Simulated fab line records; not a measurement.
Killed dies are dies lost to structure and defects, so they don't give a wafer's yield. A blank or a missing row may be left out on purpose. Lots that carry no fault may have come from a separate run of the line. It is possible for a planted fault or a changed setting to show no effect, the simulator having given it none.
What tool caused it? + flow berkeley_cmos170 + 14 lots, 42 wafers sampled, at 6 steps of a route of 331

WHAT THE GAUGES SHOWED, per wafer
UCB170_SCREENOX_THK_MEAS_02.
| lot  | measured     | on            | SCREENOX_OXIDE_THK (nm) |
|------|--------------|---------------|-------------------------|
| L571 | day 6 19:52  | film_metro-03 | 13.84 13.86 13.99       |
| L572 | day 6 19:52  | film_metro-01 | 14.13 13.97 14.00       |
| L569 | day 6 19:53  | film_metro-04 | 14.58 14.32 14.53       |
| L570 | day 6 19:55  | film_metro-04 | 14.00 14.02 14.11       |
| L573 | day 7 06:10  | film_metro-04 | 13.99 13.96 14.13       |
| L578 | day 8 00:55  | film_metro-04 | 14.16 14.15 14.04       |
| L583 | day 8 16:08  | film_metro-04 | 14.30 14.27 14.38       |
| L584 | day 8 16:11  | film_metro-01 | 14.34 14.35 14.31       |
| L581 | day 8 16:12  | film_metro-04 | 14.50 14.48 14.33       |
| L585 | day 9 18:44  | film_metro-01 | 14.77 14.46 14.62       |
| L587 | day 9 18:48  | film_metro-01 | 14.10 14.04 14.12       |
| L589 | day 10 00:13 | film_metro-04 | 14.33 14.52 14.68       |
| L590 | day 10 11:26 | film_metro-03 | 14.31 14.50 14.25       |
| L592 | day 10 11:26 | film_metro-04 | 14.37 14.38 14.15       |

UCB170_NLDD_TW_MEAS_11.
| lot  | measured     | on            | NLDD_TW                       |
|------|--------------|---------------|-------------------------------|
| L571 | day 7 23:10  | film_metro-01 | 2192 2200 2185                |
| L572 | day 7 21:44  | film_metro-01 | 2183 2191 2178                |
| L569 | day 7 22:01  | film_metro-01 | 2193 2178 2178                |
| L570 | day 7 22:56  | film_metro-04 | 2250 2251 2242                |
| L573 | day 8 15:32  | film_metro-01 | 2184 2179 2186                |
| L578 | day 9 03:55  | film_metro-04 | 2336 2339 2342 2345 2330 2333 |
| L583 | day 9 19:20  | film_metro-01 | 2205 2195 2196                |
| L584 | day 9 18:37  | film_metro-01 | 2207 2192 2201                |
| L581 | day 9 17:55  | film_metro-04 | 2340 2344 2334 2341 2341 2340 |
| L585 | day 11 01:58 | film_metro-03 | 2220 2209 2217                |
| L587 | day 11 02:43 | film_metro-01 | 2194 2184 2189                |
| L589 | day 11 01:51 | film_metro-01 | 2187 2184 2189                |
| L590 | day 11 17:11 | film_metro-04 | 2247 2250 2233                |
| L592 | day 11 16:30 | film_metro-03 | 2220 2222 2226                |

UCB170_SDANNEAL_RS_MEAS_05: measurement is done with a four-point probe.
| lot  | measured     | on            | NLDD_RS (ohm/sq)                    |
|------|--------------|---------------|-------------------------------------|
| L571 | day 8 12:09  | film_metro-04 | 616.9 616.5 615.9                   |
| L572 | day 8 10:54  | film_metro-01 | 617.2 618.0 618.3                   |
| L569 | day 8 11:17  | film_metro-04 | 616.1 617.4 617.2                   |
| L570 | day 8 11:37  | film_metro-01 | 614.9 615.5 615.8                   |
| L573 | day 9 03:08  | film_metro-01 | 616.5 616.5 615.6                   |
| L578 | day 9 18:49  | film_metro-04 | 541.1 540.2 539.7 539.8 540.7 540.5 |
| L583 | day 10 05:40 | film_metro-01 | 617.6 616.4 616.6                   |
| L584 | day 10 05:18 | film_metro-04 | 616.7 616.7 618.5                   |
| L581 | day 10 05:27 | film_metro-01 | 538.5 537.2 537.3 537.8 539.0 537.8 |
| L585 | day 11 12:35 | film_metro-04 | 617.8 616.5 616.5                   |
| L587 | day 11 13:11 | film_metro-03 | 615.7 615.4 616.6                   |
| L589 | day 11 12:16 | film_metro-01 | 615.6 615.9 614.9                   |
| L590 | day 12 04:44 | film_metro-04 | 618.3 616.9 615.9                   |
| L592 | day 12 05:16 | film_metro-01 | 613.9 616.0 616.6                   |

EACH LOT AND THE TOOL THAT RAN IT (in order: tool; ch and the chambers of the sampled wafers; start)
| lot  | UCB170_NLDD_IMPLANT_09          | UCB170_NLDD_STRIP_10                 | UCB170_NSD_STRIP_09                  |
|------|---------------------------------|--------------------------------------|--------------------------------------|
| L571 | implanter-02 ch 0, day 7 22:56  | plasma_asher-01 ch 0,1, day 7 23:03  | plasma_asher-02 ch 0,1, day 8 09:24  |
| L572 | implanter-04 ch 0, day 7 21:29  | plasma_asher-01 ch 0,1, day 7 21:37  | plasma_asher-02 ch 0,1, day 8 08:04  |
| L569 | implanter-03 ch 0, day 7 21:49  | plasma_asher-04 ch 0,1, day 7 21:55  | plasma_asher-02 ch 0,1, day 8 08:34  |
| L570 | implanter-03 ch 0, day 7 22:42  | plasma_asher-01 ch 0,1, day 7 22:49  | plasma_asher-01 ch 0,1, day 8 08:47  |
| L573 | implanter-04 ch 0, day 8 15:17  | plasma_asher-01 ch 0,1, day 8 15:25  | plasma_asher-01 ch 1, day 9 01:08    |
| L578 | implanter-03 ch 0, day 9 03:40  | plasma_asher-01 ch 0, day 9 03:49    | plasma_asher-02 ch 1, day 9 17:07    |
| L583 | implanter-02 ch 0, day 9 19:02  | plasma_asher-01 ch 0,1, day 9 19:10  | plasma_asher-01 ch 0,1, day 10 03:46 |
| L584 | implanter-04 ch 0, day 9 18:22  | plasma_asher-01 ch 0,1, day 9 18:31  | plasma_asher-01 ch 0,1, day 10 03:35 |
| L581 | implanter-03 ch 0, day 9 17:41  | plasma_asher-03 ch 0,1, day 9 17:49  | plasma_asher-02 ch 0,1, day 10 03:37 |
| L585 | implanter-02 ch 0, day 11 01:44 | plasma_asher-03 ch 0,1, day 11 01:52 | plasma_asher-04 ch 0,1, day 11 10:56 |
| L587 | implanter-04 ch 0, day 11 02:21 | plasma_asher-01 ch 0,1, day 11 02:36 | plasma_asher-04 ch 0,1, day 11 11:32 |
| L589 | implanter-04 ch 0, day 11 01:36 | plasma_asher-04 ch 0,1, day 11 01:45 | plasma_asher-02 ch 0,1, day 11 10:43 |
| L590 | implanter-02 ch 0, day 11 16:57 | plasma_asher-01 ch 0,1, day 11 17:05 | plasma_asher-04 ch 0,1, day 12 02:54 |
| L592 | implanter-04 ch 0, day 11 16:16 | plasma_asher-01 ch 0,1, day 11 16:23 | plasma_asher-01 ch 0,1, day 12 03:05 |
- UCB170_NLDD_IMPLANT_09
- UCB170_NLDD_STRIP_10: strips in O2.
- UCB170_NSD_STRIP_09: strips in O2.

AS READ BY THE TOOLS THEMSELVES (means over the sampled wafers that have a number; for cases with no such wafer, the mark the record gives instead)
UCB170_NLDD_IMPLANT_09.
| lot  | tool         | beam_on_s (s) | faraday_current_uA |
|------|--------------|---------------|--------------------|
| L571 | implanter-02 | 9.87          | 161                |
| L572 | implanter-04 | 9.98          | 159                |
| L569 | implanter-03 | 10.22         | 155                |
| L570 | implanter-03 | 9.94          | 159                |
| L573 | implanter-04 | 9.91          | 160                |
| L578 | implanter-03 | 14.28         | 111                |
| L583 | implanter-02 | 9.87          | 160                |
| L584 | implanter-04 | 9.91          | 160                |
| L581 | implanter-03 | 14.14         | 112                |
| L585 | implanter-02 | 9.89          | 161                |
| L587 | implanter-04 | 9.69          | 164                |
| L589 | implanter-04 | 10.06         | 158                |
| L590 | implanter-02 | 10.15         | 156                |
| L592 | implanter-04 | 9.82          | 161                |

UCB170_NLDD_STRIP_10.
| lot  | tool            | drypump_motor_current_A (A) | oes_product_au (a.u.) | strip_time_to_endpoint_s (s) |
|------|-----------------|-----------------------------|-----------------------|------------------------------|
| L571 | plasma_asher-01 | 6.2                         | 0.734                 | 21.50                        |
| L572 | plasma_asher-01 | 6.1                         | 0.741                 | 21.51                        |
| L569 | plasma_asher-04 | 5.5                         | 0.737                 | 21.45                        |
| L570 | plasma_asher-01 | 6.1                         | 0.737                 | 21.39                        |
| L573 | plasma_asher-01 | 6.1                         | 0.732                 | 21.48                        |
| L578 | plasma_asher-01 | 6.3                         | 0.740                 | 21.52                        |
| L583 | plasma_asher-01 | 6.2                         | 0.731                 | 21.49                        |
| L584 | plasma_asher-01 | 6.1                         | 0.733                 | 21.46                        |
| L581 | plasma_asher-03 | 6.0                         | 0.737                 | 21.56                        |
| L585 | plasma_asher-03 | 6.0                         | 0.736                 | 21.52                        |
| L587 | plasma_asher-01 | 6.2                         | 0.737                 | 21.50                        |
| L589 | plasma_asher-04 | 5.5                         | 0.734                 | 21.44                        |
| L590 | plasma_asher-01 | 6.1                         | 0.739                 | 21.52                        |
| L592 | plasma_asher-01 | 6.2                         | 0.731                 | 21.51                        |

UCB170_NSD_STRIP_09.
| lot  | tool            | drypump_motor_current_A (A) | oes_product_au (a.u.) | strip_time_to_endpoint_s (s) |
|------|-----------------|-----------------------------|-----------------------|------------------------------|
| L571 | plasma_asher-02 | 6.26                        | 0.537                 | 35.58                        |
| L572 | plasma_asher-02 | 6.27                        | 0.534                 | 35.64                        |
| L569 | plasma_asher-02 | 6.26                        | 0.532                 | 35.59                        |
| L570 | plasma_asher-01 | 6.14                        | 0.542                 | 35.60                        |
| L573 | plasma_asher-01 | 6.02                        | 0.538                 | 35.53                        |
| L578 | plasma_asher-02 | 6.35                        | 0.533                 | 35.69                        |
| L583 | plasma_asher-01 | 6.11                        | 0.531                 | 35.56                        |
| L584 | plasma_asher-01 | 6.18                        | 0.534                 | 35.64                        |
| L581 | plasma_asher-02 | 6.19                        | 0.535                 | 35.62                        |
| L585 | plasma_asher-04 | 5.52                        | 0.530                 | 35.52                        |
| L587 | plasma_asher-04 | 5.53                        | 0.535                 | 35.53                        |
| L589 | plasma_asher-02 | 6.30                        | 0.533                 | 35.58                        |
| L590 | plasma_asher-04 | 5.50                        | 0.539                 | 35.53                        |
| L592 | plasma_asher-01 | 6.19                        | 0.537                 | 35.58                        |

THE ANSWER, worked out from the rows above alone
Rule: the lots themselves supply what counts as usual. Put in order of their means at a reading, lots are off if they are a third of the lots or fewer, leave a main group of 4 or more, and stand apart from it by a gap of 3 or more times the standard deviation of the main group's means; of several such gaps the widest counts. A main group whose means are all the same, to the digits that the tables above print for the reading, isn't used. A lot without any number at a reading at which 4 lots or more have one is off too. The other lots that the step has rows for count as sound. The gauges are gone through in route order, then the tools' own readings, and for those a lot's mean is taken as printed above. The first step at which some lot is off is used, and at that step the reading that is off furthest; a lot without a number counts as furthest.
Off: L578, L581, seen at UCB170_NLDD_TW_MEAS_11 (NLDD_TW). For the main group the mean is 2204 and the standard deviation 22.
If a tool, at a process step before that reading, ran all the lots that are off and no sound lot after the first of them, it fits. Not tried: the gauges at UCB170_NLDD_TW_MEAS_11; whatever is off there is also off at UCB170_NLDD_IMPLANT_09, on other tools, and gauge error can't account for it. One candidate fits, namely implanter-03 at UCB170_NLDD_IMPLANT_09. Its last sound lot is L570 (day 7 22:42), its first lot that is off L578 (day 9 03:40): a fault that began between those two fits.
The tool's own readings at UCB170_NLDD_IMPLANT_09 bear it out: on the lots that are off they differ by more than 5 times the standard deviation of the sound lots' means. beam_on_s reads 14.21 s there against 9.94 s on the sound lots; faraday_current_uA reads 112 there against 160 on the sound lots.

WHAT THE SIMULATOR HAD INSERTED
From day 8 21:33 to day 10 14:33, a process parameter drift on implanter-03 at UCB170_NLDD_IMPLANT_09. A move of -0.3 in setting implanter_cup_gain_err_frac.
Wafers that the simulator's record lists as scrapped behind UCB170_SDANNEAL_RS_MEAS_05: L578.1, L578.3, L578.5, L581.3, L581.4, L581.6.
Lots struck among those shown: L578, L581. Same finding as the rule above.
